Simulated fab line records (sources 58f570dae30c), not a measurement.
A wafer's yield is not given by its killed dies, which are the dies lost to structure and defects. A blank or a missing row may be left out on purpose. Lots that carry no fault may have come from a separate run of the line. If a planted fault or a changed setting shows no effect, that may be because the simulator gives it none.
fab line records | flow berkeley-cmos170 | part 1 of 2: steps 1 to 25 of 37
[record] lots = 5 wafers = 15 last-day = 11
route steps=331 shown NWELL@18 PWELL@34
lots untouched by any fault: they come from a run of this same line in which no faults occurred
start-h: start of the lot's first displayed wafer, in hours after the record's first day | wait-h: hours elapsed since this lot's preceding step | " the same as in the row above | L1.1+2: one row covering several wafers at once | - no value, or no start given | * or withheld: withheld | < > ~ a bound
route shown NAME@n: names a module that has steps shown in the file, with the first one's number in the route | usual: the fault-free wafers' mean and standard deviation | same: alike in all rows | chamber/n: place in a boat | sites: each site's reading | _std_site: the standard deviation of these | _edge_site: outer sites' mean less inner sites' | radius-mm: for every site, how far away it sits from the centre of the wafer | mask NAME#n: copy n | behind: the tool/chamber that last shaped the wafer | hold: cause of the lot's hold/its duration in hours/its outcome | device: names the non-switching transistor (n, p or np) | end of line: tests run on the same wafers once the route is complete | step lacking rows: just its recipe | killed: at the first sort, the dies lost to defects and structure; wafer yield is something else | map: dies across one wafer; x = killed, . = not, _ = none there
set.NAME: the setting the step ran with; set.NAME@STEP: the setting that earlier step ran with | model.NAME: the simulator's own value behind a step, which no gauge read
a table for each step, a row for each wafer; lots at some steps of the route
services: a tool's chamber out of use, with start hour (start-h, from the record's first day; less than 0 if before it), hours out, and reason
[[steps]]
[step UCB170_NWELL_CVD_04]
[recipe] material = Si3N4 target-thk-nm = 224 temp-c = 800 precursor = SiH2Cl2/NH3 time-s = 3360 pressure-mtorr = 200 sih2cl2-flow-sccm = 25.66 nh3-flow-sccm = 75
[usual] pressure-mtorr = 200.0/0.37 spike-tc-source-C = 820.1/2.9
// columns lot.wafer tool chamber start-h wait-h pressure-mtorr spike-tc-source-C
L074.2 lpcvd-02 1 41.25 0.0 199.5 814.8
L074.3 " 1 " " 199.5 815.9
L074.5 " 1 " " 199.3 817.4
L079.4 lpcvd-02 1 54.84 0.0 200.0 816.4
L079.5 " 1 " " 199.9 818.0
L079.6 " 1 " " 199.9 817.4
L083.1 lpcvd-02 1 79.13 0.0 200.7 816.4
L083.4 " 1 " " 199.8 814.5
L083.5 " 1 " " 199.7 816.0
L085.2 lpcvd-01 1 95.76 0.0 200.2 818.7
L085.4 " 1 " " 200.2 820.1
L085.6 " 1 " " 199.5 819.6
L089.3 lpcvd-01 1 114.80 0.0 200.5 820.8
L089.4 " 1 " " 200.5 819.0
L089.5 " 1 " " 199.9 820.0
[step UCB170_NWELL_THK_MEAS_05]
[recipe] reads = Si3N4_of_NWELL_CVD_04
[usual] NWELL_NITRIDE_THK = 225.3/2.7
// columns lot.wafer tool chamber start-h wait-h NWELL_NITRIDE_THK[nm]
L074.2 film-metro-01 - 43.19 0.0 230.4
L074.3 " - " " 228.7
L074.5 " - " " 230.0
L079.4 film-metro-01 - 56.82 0.0 229.0
L079.5 " - " " 226.9
L079.6 " - " " 227.6
L083.1 film-metro-01 - 81.07 0.0 225.9
L083.4 " - " " 224.5
L083.5 " - " " 225.2
L085.2 film-metro-04 - 97.70 0.0 226.8
L085.4 " - " " 227.5
L085.6 " - " " 227.2
L089.3 film-metro-01 - 116.76 0.0 225.1
L089.4 " - " " 223.8
L089.5 " - " " 223.7
[step UCB170_NWELL_HMDS_06]
[recipe] prime-time-s = 60 prime-temp-c = 100
[usual] exhaust-pa = 45.1/0.96
// columns lot.wafer tool chamber start-h wait-h exhaust-pa
L074.2 litho-track-04 0 43.41 0.2 44.5
L074.3 " 0 " " 44.2
L074.5 " 0 " " 43.5
L079.4 litho-track-01 0 57.12 0.3 45.6
L079.5 " 0 " " 46.4
L079.6 " 0 " " 46.5
L083.1 litho-track-01 0 81.18 0.1 46.3
L083.4 " 0 " " 46.4
L083.5 " 0 " " 44.5
L085.2 litho-track-04 0 97.78 0.1 45.4
L085.4 " 0 " " 45.4
L085.6 " 0 " " 46.8
L089.3 litho-track-04 0 116.85 0.1 45.9
L089.4 " 0 " " 43.6
L089.5 " 0 " " 43.9
[step UCB170_NWELL_COAT_07]
[recipe] resist = KrF spin-rpm = 1500 resist-thk-nm = 900
[usual] exhaust-pa = 45.3/0.81
// columns lot.wafer tool chamber start-h wait-h exhaust-pa
L074.2 litho-track-04 0 43.56 0.1 45.5
L074.3 " 0 " " 46.2
L074.5 " 0 " " 47.4
L079.4 litho-track-01 0 57.27 0.1 43.8
L079.5 " 0 " " 43.7
L079.6 " 0 " " 45.5
L083.1 litho-track-01 0 81.33 0.1 45.6
L083.4 " 0 " " 44.5
L083.5 " 0 " " 46.6
L085.2 litho-track-04 0 97.93 0.1 44.2
L085.4 " 0 " " 45.5
L085.6 " 0 " " 45.5
L089.3 litho-track-04 0 117.00 0.1 44.4
L089.4 " 0 " " 45.8
L089.5 " 0 " " 46.7
[step UCB170_NWELL_SOFTBAKE_08]
[recipe] resist = KrF temp-c = 130 time-s = 60
[usual] exhaust-pa = 45.0/0.97
// columns lot.wafer tool chamber start-h wait-h exhaust-pa
L074.2 litho-track-04 0 43.71 0.1 43.7
L074.3 " 0 " " 43.7
L074.5 " 0 " " 43.2
L079.4 litho-track-01 0 57.42 0.1 44.8
L079.5 " 0 " " 44.0
L079.6 " 0 " " 44.9
L083.1 litho-track-01 0 81.48 0.1 44.5
L083.4 " 0 " " 43.5
L083.5 " 0 " " 44.2
L085.2 litho-track-04 0 98.08 0.1 44.1
L085.4 " 0 " " 44.7
L085.6 " 0 " " 44.5
L089.3 litho-track-04 0 117.15 0.1 44.3
L089.4 " 0 " " 45.0
L089.5 " 0 " " 44.9
[step UCB170_NWELL_EXPOSE_09]
[recipe] mask-id = NWELL target-cd-nm = 3000 na = 0.5 sigma-outer = 0.6 source-shape = conventional dose-mj = 25
// columns lot.wafer tool chamber start-h wait-h mask
L074.2+3+5 krf-scanner-02 0 43.98 0.2 NWELL#0
L079.4+5+6 krf-scanner-01 0 - - NWELL#0
L083.1+4+5 krf-scanner-02 0 81.76 0.2 NWELL#0
L085.2+4+6 krf-scanner-01 0 98.22 0.1 NWELL#0
L089.3+4+5 krf-scanner-02 0 117.29 0.1 NWELL#0
[step UCB170_NWELL_PEB_10]
[recipe] peb-temp-c = 130 peb-time-s = withheld resist = KrF
[usual] exhaust-pa = 45.2/0.85
// columns lot.wafer tool chamber start-h wait-h exhaust-pa
L074.2 litho-track-04 0 44.10 0.1 45.4
L074.3 " 0 " " 45.6
L074.5 " 0 " " 45.4
L079.4 litho-track-01 0 - - 46.2
L079.5 " 0 " " 45.5
L079.6 " 0 " " 44.5
L083.1 litho-track-01 0 82.36 0.6 45.3
L083.4 " 0 " " 45.8
L083.5 " 0 " " 45.1
L085.2 litho-track-04 0 98.34 0.1 45.7
L085.4 " 0 " " 45.6
L085.6 " 0 " " 45.2
L089.3 litho-track-03 0 117.54 0.2 44.8
L089.4 " 0 " " 44.9
L089.5 " 0 " " 45.2
[step UCB170_NWELL_DEVELOP_11]
[recipe] developer = TMAH develop-time-s = 45 resist = KrF dev-temp-c = 21
[usual] exhaust-pa = 45.1/0.9
// columns lot.wafer tool chamber start-h wait-h exhaust-pa
L074.2 litho-track-04 0 - - 45.3
L074.3 " 0 " " 45.2
L074.5 " 0 " " 45.4
L079.4 litho-track-01 0 - - 45.6
L079.5 " 0 " " 44.7
L079.6 " 0 " " 45.4
L083.1 litho-track-01 0 - - 46.8
L083.4 " 0 " " 45.4
L083.5 " 0 " " 45.0
L085.2 litho-track-04 0 - - 45.2
L085.4 " 0 " " 44.4
L085.6 " 0 " " 45.3
L089.3 litho-track-03 0 - - 46.1
L089.4 " 0 " " 46.8
L089.5 " 0 " " 46.0
[step UCB170_NWELL_OVL_MEAS_12]
[usual] NWELL_OVL = 0/4.7
// columns lot.wafer tool chamber start-h wait-h NWELL_OVL[nm]
L074.2 overlay-01 - 44.36 - 13
L074.3 " - " " 8
L074.5 " - " " 2
L079.4 overlay-01 - 59.05 - -1
L079.5 " - " " -4
L079.6 " - " " -4
L083.1 overlay-02 - 82.63 - 8
L083.4 " - " " -5
L083.5 " - " " 0
L085.2 overlay-01 - 98.60 - 2
L085.4 " - " " 4
L085.6 " - " " -5
L089.3 overlay-02 - 117.78 - -1
L089.4 " - " " -3
L089.5 " - " " -1
[step UCB170_NWELL_ETCH_13]
[recipe] chemistry = CH3F/Ar/O2 target = Si3N4 stop-on = SiO2 CH3F_flow_sccm = 20 Ar_flow_sccm = 50 O2_flow_sccm = 7 pressure-mtorr = 50 rf-w = 450 target-depth-a = 2464 over-etch-frac = 0.1 time-s = 154
[usual] drypump-motor-current-A = 5.5/0.57 oes-product-au = 0.939/0.014 throttle-valve-pct = 8.06/0.11
// columns lot.wafer tool chamber start-h wait-h drypump-motor-current-A oes-product-au rf-hours-counter-h throttle-valve-pct
L074.2 rie-diel-02 1 44.39 0.0 5.0 0.946 137 8.21
L074.3 " 3 " " 4.9 0.935 10 8.01
L074.5 " 1 " " 5.0 0.948 - 8.24
L079.4 rie-diel-02 1 59.07 0.0 5.0 0.943 138 8.24
L079.5 " 2 " " 6.2 0.961 - 8.16
L079.6 " 1 " " 5.0 0.934 - 8.23
L083.1 rie-diel-01 3 82.67 0.0 4.8 0.943 13 7.95
L083.4 " 0 " " 5.6 0.928 63 7.94
L083.5 " 2 " " 6.1 0.956 - 8.06
L085.2 rie-diel-03 2 98.63 0.0 6.4 0.950 12 8.00
L085.4 " 0 " " 6.0 0.920 33 7.85
L085.6 " 0 " " 6.0 0.920 - 7.84
L089.3 rie-diel-02 1 117.80 0.0 5.0 0.932 140 8.22
L089.4 " 2 " " 6.2 0.954 12 8.17
L089.5 " 2 " " 6.2 0.957 - 8.19
[step UCB170_NWELL_IMPLANT_14]
[recipe] species = P dose-cm2 = 1e+13 energy-kev = 150 tilt-deg = 7
[usual] tilt-deg = 7.004/0.022
// columns lot.wafer tool chamber start-h wait-h tilt-deg
L074.2 implanter-01 0 44.51 0.1 6.997
L074.3 " 0 " " 7.012
L074.5 " 0 " " 7.039
L079.4 implanter-04 0 59.25 0.1 7.019
L079.5 " 0 " " 7.010
L079.6 " 0 " " 7.020
L083.1 implanter-04 0 82.77 0.1 7.014
L083.4 " 0 " " 7.002
L083.5 " 0 " " 6.994
L085.2 implanter-01 0 98.76 0.1 7.013
L085.4 " 0 " " 7.000
L085.6 " 0 " " 6.978
L089.3 implanter-04 0 117.96 0.1 7.020
L089.4 " 0 " " 7.045
L089.5 " 0 " " 6.976
[step UCB170_NWELL_STRIP_15]
[recipe] chemistry = O2 power-w = 400 pressure-mtorr = 3500 platen-temp-c = withheld o2-flow-sccm = 400 overash-fraction = 0.5
[usual] drypump-motor-current-A = 5.6/0.42 oes-product-au = 0.721/0.005 strip-time-to-endpoint-s = 18.00/0.091
// columns lot.wafer tool chamber start-h wait-h drypump-motor-current-A oes-product-au rf-hours-counter-h strip-time-to-endpoint-s
L074.2 plasma-asher-01 1 44.64 0.1 5.6 0.723 31 18.04
L074.3 " 0 " " 5.2 0.723 - 18.21
L074.5 " 1 " " 5.6 0.714 - 18.18
L079.4 plasma-asher-02 0 59.36 0.1 6.3 0.721 - 18.17
L079.5 " 1 " " 5.1 0.723 - 18.02
L079.6 " 0 " " 6.3 0.724 - 18.14
L083.1 plasma-asher-03 1 82.92 0.1 5.8 0.719 33 17.99
L083.4 " 1 " " 5.8 0.714 - 18.13
L083.5 " 0 " " 5.6 0.727 - 18.08
L085.2 plasma-asher-02 0 98.88 0.1 6.2 0.721 28 17.99
L085.4 " 1 " " 5.1 0.728 - 18.01
L085.6 " 1 " " 5.1 0.725 - 18.01
L089.3 plasma-asher-02 1 118.09 0.1 5.1 0.725 - 18.07
L089.4 " 0 " " 6.2 0.721 - 17.93
L089.5 " 0 " " 6.2 0.711 - 17.96
[step UCB170_NWELL_TW_MEAS_16]
[usual] NWELL_TW = 1254/13
// columns lot.wafer tool chamber start-h wait-h NWELL_TW
L074.2 film-metro-04 - 44.75 0.1 1248
L074.3 " - " " 1239
L074.5 " - " " 1239
L079.4 film-metro-03 - 59.45 0.1 1253
L079.5 " - " " 1259
L079.6 " - " " 1258
L083.1 film-metro-01 - 83.02 0.1 1269
L083.4 " - " " 1266
L083.5 " - " " 1263
L085.2 film-metro-03 - 98.99 0.1 1255
L085.4 " - " " 1246
L085.6 " - " " 1247
L089.3 film-metro-03 - 118.18 0.1 1251
L089.4 " - " " 1247
L089.5 " - " " 1256
[step UCB170_NWELL_CLEAN_17]
[recipe] chemistry = SPM temp-c = 120 time-s = 600
// columns lot.wafer tool chamber start-h wait-h
L074.2+3+5 wet-bench-01 1 44.80 0.0
L079.4+5+6 wet-bench-02 2 59.48 0.0
L083.1+4+5 wet-bench-03 1 83.08 0.1
L085.2+4+6 wet-bench-01 3 99.04 0.0
L089.3+4+5 wet-bench-02 3 118.22 0.0
[step UCB170_NWELL_WET_ETCH_18]
[recipe] chemistry = H3PO4 target = Si3N4 temp-c = 160 time-s = 14400
// columns lot.wafer tool chamber start-h wait-h
L074.2+3+5 wet-bench-03 2 44.97 0.0
L079.4+5+6 wet-bench-02 0 59.66 0.0
L083.1+4+5 wet-bench-02 3 83.26 0.0
L085.2+4+6 wet-bench-02 3 99.22 0.0
L089.3+4+5 wet-bench-02 0 118.39 0.0
[step UCB170_NWELL_WET_ETCH_19]
[recipe] chemistry = BOE dilution = 5:1 target = SiO2 temp-c = 25 time-s = 22
// columns lot.wafer tool chamber start-h wait-h
L074.2+3+5 wet-bench-02 2 48.98 0.0
L079.4+5+6 wet-bench-02 0 63.67 0.0
L083.1+4+5 wet-bench-03 0 87.27 0.0
L085.2+4+6 wet-bench-03 0 103.23 0.0
L089.3+4+5 wet-bench-02 2 122.99 0.6
[step UCB170_PWELL_CLEAN_00]
[recipe] chemistry = SPM temp-c = 120 time-s = 600
// columns lot.wafer tool chamber start-h wait-h
L074.2+3+5 wet-bench-01 3 49.00 0.0
L079.4+5+6 wet-bench-01 1 63.68 0.0
L083.1+4+5 wet-bench-02 0 87.28 0.0
L085.2+4+6 wet-bench-02 3 103.24 0.0
L089.3+4+5 wet-bench-02 1 123.00 0.0
[step UCB170_PWELL_CLEAN_01]
[recipe] chemistry = dHF dilution = 25:1 time-s = 60
// columns lot.wafer tool chamber start-h wait-h
L074.2+3+5 wet-bench-02 3 49.17 0.0
L079.4+5+6 wet-bench-02 1 63.86 0.0
L083.1+4+5 wet-bench-01 2 87.45 0.0
L085.2+4+6 wet-bench-02 1 103.42 0.0
L089.3+4+5 wet-bench-02 1 123.18 0.0
[step UCB170_PWELL_OXIDATION_02]
[recipe] temp-c = 1000 ambient = O2 target-thk-a = 264 ox-time-s = 1260
[usual] ox-temp-c-max = 1005.7/1.3 spike-tc-source-C = 1026.0/1.3 tube-center-temp-C = 1000/0.09 tube_center_temp_C_max = 1002.6/0.45
// columns lot.wafer tool chamber start-h wait-h ox-temp-c-max spike-tc-source-C tube-center-temp-C tube_center_temp_C_max
L074.2 furnace-04 0 52.36 3.2 1004.8 1026.8 999.94 1003.7
L074.3 " 0 " " 1004.6 1026.4 1000 1002.7
L074.5 " 0 " " 1003.9 1025.4 1000.1 1002.7
L079.4 furnace-04 0 67.33 3.4 1004.8 1026.6 999.91 1002.6
L079.5 " 0 " " 1005.5 1026.0 1000 1002.0
L079.6 " 0 " " 1003.9 1027.5 1000 1003.4
L083.1 furnace-01 0 93.90 6.4 1007.1 1023.4 999.95 1002.5
L083.4 " 0 " " 1005.5 1024.1 1000.1 1002.4
L083.5 " 0 " " 1005.1 1024.3 999.95 1002.8
L085.2 furnace-01 0 108.45 5.0 1004.8 1024.5 999.98 1002.2
L085.4 " 0 " " 1005.3 1025.2 1000.1 1001.9
L085.6 " 0 " " 1006.3 1027.0 999.96 1001.9
L089.3 furnace-04 0 127.58 4.4 1005.7 1026.9 1000.1 1004.0
L089.4 " 0 " " 1005.3 1026.0 1000.2 1003.5
L089.5 " 0 " " 1005.0 1026.1 1000.1 1002.5
[step UCB170_PWELL_THK_MEAS_03]
[recipe] reads = SiO2_of_PWELL_OXIDATION_02
[usual] PWELL_OXIDE_THK = 26.6/0.54
// columns lot.wafer tool chamber start-h wait-h PWELL_OXIDE_THK[nm]
L074.2 film-metro-03 - 53.72 0.0 26.3
L074.3 " - " " 26.0
L074.5 " - " " 26.3
L079.4 film-metro-01 - 68.71 0.0 26.4
L079.5 " - " " 26.0
L079.6 " - " " 26.4
L083.1 film-metro-03 - 95.25 0.0 25.7
L083.4 " - " " 25.8
L083.5 " - " " 26.0
L085.2 film-metro-01 - 109.81 0.0 26.6
L085.4 " - " " 26.7
L085.6 " - " " 26.9
L089.3 film-metro-02 - 128.95 0.0 27.0
L089.4 " - " " 27.2
L089.5 " - " " 27.1
[step UCB170_PWELL_ANNEAL_04]
[recipe] temp-c = 1000 time-s = 900 ambient = N2
[usual] spike-tc-source-C = 1026.3/1.3 tube-center-temp-C = 999.99/0.091 tube_center_temp_C_max = 1002.6/0.4
// columns lot.wafer tool chamber start-h wait-h spike-tc-source-C tube-center-temp-C tube_center_temp_C_max
L074.2 furnace-02 0 54.84 1.1 1027.1 1000.1 1002.3
L074.3 " 0 " " 1026.3 999.94 1002.0
L074.5 " 0 " " 1027.3 1000.1 1002.4
L079.4 furnace-04 0 71.26 2.5 1028.2 1000.1 1002.9
L079.5 " 0 " " 1025.6 1000.2 1003.2
L079.6 " 0 " " 1027.7 999.9 1002.6
L083.1 furnace-04 0 102.86 7.6 1027.6 1000.1 1002.2
L083.4 " 0 " " 1028.0 999.89 1002.7
L083.5 " 0 " " 1027.0 1000 1002.8
L085.2 furnace-04 0 113.88 4.1 1026.5 999.95 1002.4
L085.4 " 0 " " 1027.6 999.96 1002.8
L085.6 " 0 " " 1026.2 999.93 1002.3
L089.3 furnace-02 0 132.14 3.2 1026.0 1000 1002.9
L089.4 " 0 " " 1027.0 999.87 1002.1
L089.5 " 0 " " 1027.5 1000 1002.4
[step UCB170_PWELL_CVD_05]
[recipe] material = Si3N4 target-thk-nm = 220 temp-c = 800 precursor = SiH2Cl2/NH3 time-s = 3300 pressure-mtorr = 200 sih2cl2-flow-sccm = 25 nh3-flow-sccm = 75
[usual] pressure-mtorr = 200.0/0.39 spike-tc-source-C = 819.3/2.7
// columns lot.wafer tool chamber start-h wait-h pressure-mtorr spike-tc-source-C
L074.2 lpcvd-02 1 56.78 0.7 200.0 815.9
L074.3 " 1 " " 200.0 818.5
L074.5 " 1 " " 199.2 818.5
L079.4 lpcvd-01 0 72.51 0.0 200.0 822.5
L079.5 " 0 " " 199.8 824.5
L079.6 " 0 " " 200.0 823.4
L083.1 lpcvd-02 0 104.11 0.0 199.5 822.3
L083.4 " 0 " " 199.7 822.0
L083.5 " 0 " " 199.7 821.2
L085.2 lpcvd-02 0 115.13 0.0 200.0 821.8
L085.4 " 0 " " 199.2 821.7
L085.6 " 0 " " 199.3 822.0
L089.3 lpcvd-02 0 133.56 0.2 199.6 821.3
L089.4 " 0 " " 199.5 822.1
L089.5 " 0 " " 199.4 821.9
[step UCB170_PWELL_THK_MEAS_06]
[recipe] reads = Si3N4_of_PWELL_CVD_05
[usual] PWELL_NITRIDE_THK = 220.3/1.9
// columns lot.wafer tool chamber start-h wait-h PWELL_NITRIDE_THK[nm]
L074.2 film-metro-03 - 58.70 0.0 219.4
L074.3 " - " " 220.5
L074.5 " - " " 220.2
L079.4 film-metro-02 - 74.46 0.0 219.1
L079.5 " - " " 219.7
L079.6 " - " " 218.6
L083.1 film-metro-01 - 106.03 0.0 221.0
L083.4 " - " " 222.5
L083.5 " - " " 221.2
L085.2 film-metro-02 - 117.05 0.0 218.2
L085.4 " - " " 218.6
L085.6 " - " " 220.0
L089.3 film-metro-02 - 135.50 0.0 220.4
L089.4 " - " " 221.2
L089.5 " - " " 220.4
[step UCB170_PWELL_HMDS_07]
[recipe] prime-time-s = 60 prime-temp-c = 100
[usual] exhaust-pa = 45.1/0.82
// columns lot.wafer tool chamber start-h wait-h exhaust-pa
L074.2 litho-track-01 0 59.51 0.8 44.7
L074.3 " 0 " " 45.4
L074.5 " 0 " " 45.2
L079.4 litho-track-02 0 74.56 0.1 46.2
L079.5 " 0 " " 45.0
L079.6 " 0 " " 45.9
L083.1 litho-track-01 0 106.11 0.1 43.2
L083.4 " 0 " " 45.9
L083.5 " 0 " " 46.1
L085.2 litho-track-04 0 117.27 0.2 45.6
L085.4 " 0 " " 45.1
L085.6 " 0 " " 44.2
L089.3 litho-track-01 0 135.86 0.3 45.5
L089.4 " 0 " " 45.0
L089.5 " 0 " " 45.3
[step UCB170_PWELL_COAT_08]
[recipe] resist = KrF spin-rpm = 1500 resist-thk-nm = 900
[usual] exhaust-pa = 44.7/0.7
// columns lot.wafer tool chamber start-h wait-h exhaust-pa
L074.2 litho-track-01 0 59.66 0.1 43.7
L074.3 " 0 " " 44.1
L074.5 " 0 " " 44.2
L079.4 litho-track-02 0 74.71 0.1 44.3
L079.5 " 0 " " 45.1
L079.6 " 0 " " 44.6
L083.1 litho-track-01 0 106.26 0.1 44.7
L083.4 " 0 " " 44.0
L083.5 " 0 " " 43.9
L085.2 litho-track-04 0 117.42 0.1 44.8
L085.4 " 0 " " 43.3
L085.6 " 0 " " 44.4
L089.3 litho-track-01 0 136.01 0.1 43.7
L089.4 " 0 " " 45.3
L089.5 " 0 " " 44.2
